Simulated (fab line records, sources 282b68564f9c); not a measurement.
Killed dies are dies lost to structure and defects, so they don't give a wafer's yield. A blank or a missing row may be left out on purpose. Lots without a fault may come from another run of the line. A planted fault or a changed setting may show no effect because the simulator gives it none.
A sampling plan put to the test | flow rit_cmos | one fab line, 16 faults that these records tell of, each judged on the records of the lots that it struck
The plan is the line's own looks: the steps of the route at which a gauge or an inspection reads the wafer and doesn't change it. A look can be judged if struck wafers have a number there and the file gives its usual mean and standard deviation on fault-free wafers. Caught: at a look after the fault's first step, the mean of the struck wafers lies 4 or more of those standard deviations (sigma) from the usual mean. On the tool: the same test on the tool's own readings at the fault's steps. Another recipe on the struck wafers, or a record that is blank for them alone, also counts as caught.

THE FAULTS, as the simulator had put them in
1. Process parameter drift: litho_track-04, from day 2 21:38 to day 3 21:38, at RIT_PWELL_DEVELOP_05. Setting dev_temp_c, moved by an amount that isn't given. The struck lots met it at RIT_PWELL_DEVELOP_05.
2. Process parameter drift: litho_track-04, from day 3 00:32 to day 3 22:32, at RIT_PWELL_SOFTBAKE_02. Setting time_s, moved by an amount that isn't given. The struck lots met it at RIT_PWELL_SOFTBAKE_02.
3. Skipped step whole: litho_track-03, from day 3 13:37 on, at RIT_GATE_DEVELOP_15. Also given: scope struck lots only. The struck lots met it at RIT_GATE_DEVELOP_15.
4. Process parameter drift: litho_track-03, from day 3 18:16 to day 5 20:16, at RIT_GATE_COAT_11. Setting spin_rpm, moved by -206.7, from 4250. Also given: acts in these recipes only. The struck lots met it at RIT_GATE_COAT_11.
5. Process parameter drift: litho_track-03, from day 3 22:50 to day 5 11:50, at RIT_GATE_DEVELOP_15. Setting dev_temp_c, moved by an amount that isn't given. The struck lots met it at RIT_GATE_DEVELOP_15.
6. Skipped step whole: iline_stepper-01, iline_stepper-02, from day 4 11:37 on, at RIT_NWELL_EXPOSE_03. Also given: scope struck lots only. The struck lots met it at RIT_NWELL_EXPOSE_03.
7. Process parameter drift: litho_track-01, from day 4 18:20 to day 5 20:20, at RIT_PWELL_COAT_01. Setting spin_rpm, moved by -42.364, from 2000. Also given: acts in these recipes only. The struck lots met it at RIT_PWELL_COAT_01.
8. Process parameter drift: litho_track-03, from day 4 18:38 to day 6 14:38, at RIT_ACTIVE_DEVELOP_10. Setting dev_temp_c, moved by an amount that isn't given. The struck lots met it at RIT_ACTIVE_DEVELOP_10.
9. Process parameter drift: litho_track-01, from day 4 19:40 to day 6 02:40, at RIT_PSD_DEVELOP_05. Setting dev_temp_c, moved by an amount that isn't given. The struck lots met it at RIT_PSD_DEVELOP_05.
10. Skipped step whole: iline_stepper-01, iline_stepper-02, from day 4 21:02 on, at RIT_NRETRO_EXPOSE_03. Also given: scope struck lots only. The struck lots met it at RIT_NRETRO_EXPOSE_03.
11. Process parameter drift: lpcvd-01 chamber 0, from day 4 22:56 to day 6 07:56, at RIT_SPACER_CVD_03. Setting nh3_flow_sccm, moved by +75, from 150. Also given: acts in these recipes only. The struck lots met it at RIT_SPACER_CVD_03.
12. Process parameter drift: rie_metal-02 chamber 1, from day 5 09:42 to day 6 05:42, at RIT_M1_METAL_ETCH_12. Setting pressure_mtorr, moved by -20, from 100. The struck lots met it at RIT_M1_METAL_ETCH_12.
13. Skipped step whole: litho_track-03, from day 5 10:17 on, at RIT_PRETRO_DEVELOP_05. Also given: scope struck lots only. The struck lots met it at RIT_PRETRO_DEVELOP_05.
14. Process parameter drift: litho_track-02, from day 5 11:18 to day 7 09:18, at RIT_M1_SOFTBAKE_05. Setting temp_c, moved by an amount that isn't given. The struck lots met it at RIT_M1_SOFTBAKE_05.
15. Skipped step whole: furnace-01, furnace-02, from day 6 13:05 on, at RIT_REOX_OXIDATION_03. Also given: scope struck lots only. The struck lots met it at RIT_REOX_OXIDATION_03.
16. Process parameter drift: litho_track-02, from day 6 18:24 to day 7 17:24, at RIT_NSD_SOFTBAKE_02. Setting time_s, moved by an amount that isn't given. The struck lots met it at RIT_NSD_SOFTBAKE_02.

WHAT THE PLAN SAW
fault | on the tool itself                               | first look that catches it                      | reading, sigma                                  | median hours from its first step to that look | hours from the fault's start to the first struck lot there | judged looks passed uncaught
1     | developer_temp_C +23 sigma                       | none of the 2 looks that can be judged after it | -                                               | -                                             | -                                                          | 2
2     | run_length_s -16 sigma                           | no look after it can be judged                  | -                                               | -                                             | -                                                          | 0
3     | the tool's record is blank for the struck wafers | no look after it can be judged                  | -                                               | -                                             | -                                                          | 0
4     | spin_speed_rpm -94 sigma                         | no look after it can be judged                  | -                                               | -                                             | -                                                          | 0
5     | developer_temp_C -23 sigma                       | RIT_GATE_CD_MEAS_16                             | cd_nm -5.1                                      | 0.6                                           | 3                                                          | 0
6     | no reading that can be judged                    | no look after it can be judged                  | -                                               | -                                             | -                                                          | 0
7     | spin_speed_rpm -30 sigma                         | none of the 2 looks that can be judged after it | -                                               | -                                             | -                                                          | 2
8     | developer_temp_C +25 sigma                       | not the one look that can be judged after it    | strongest: cd_nm at RIT_ACTIVE_CD_MEAS_11, +2.5 | -                                             | -                                                          | 1
9     | developer_temp_C +8.6 sigma                      | no look after it can be judged                  | -                                               | -                                             | -                                                          | 0
10    | no reading that can be judged                    | no look after it can be judged                  | -                                               | -                                             | -                                                          | 0
11    | nh3_flow_sccm +99 or beyond sigma                | RIT_SPACER_THK_MEAS_04                          | SPACER_NITRIDE_THK +40                          | 1.9                                           | 12                                                         | 0
12    | chamber_pressure_mTorr -99 or beyond sigma       | no look after it can be judged                  | -                                               | -                                             | -                                                          | 0
13    | the tool's record is blank for the struck wafers | no look after it can be judged                  | -                                               | -                                             | -                                                          | 0
14    | heater_power_total_W -22 sigma                   | no look after it can be judged                  | -                                               | -                                             | -                                                          | 0
15    | the tool's record is blank for the struck wafers | no look after it can be judged                  | -                                               | -                                             | -                                                          | 0
16    | run_length_s +23 sigma                           | no look after it can be judged                  | -                                               | -                                             | -                                                          | 0
A dash: the fault isn't caught, or these records don't give the number.

Caught at a look: 2 of 16. Caught on the tool: 14 of 16. By one or the other: 14 of 16.
Caught on the tool alone: faults 1, 2, 3, 4, 7, 8, 9, 12, 13, 14, 15, 16.
Caught by neither: faults 6, 10.

THINNER SAMPLING
If the look that catches a fault measured only every second or every third lot, by lot number, the first struck lot would be measured this late in the worst case:
fault | struck lots at that look, in order of time | every lot | every second lot | every third lot
5     | L220, L221, L223                           | 3 h       | 10 h             | may miss all 3
11    | L756                                       | 12 h      | may miss it      | may miss it
Hours are from the fault's start to the first struck lot that is measured. The limit of 4 sigma was tested on all struck wafers together, so one lot alone may lie under it. Other struck lots may not be in these records.

THE LONGEST TIMED WAY FROM STEP TO LOOK
Fault 11: a median of 1.9 hours passes between RIT_SPACER_CVD_03 and RIT_SPACER_THK_MEAS_04. No look between them can be judged.
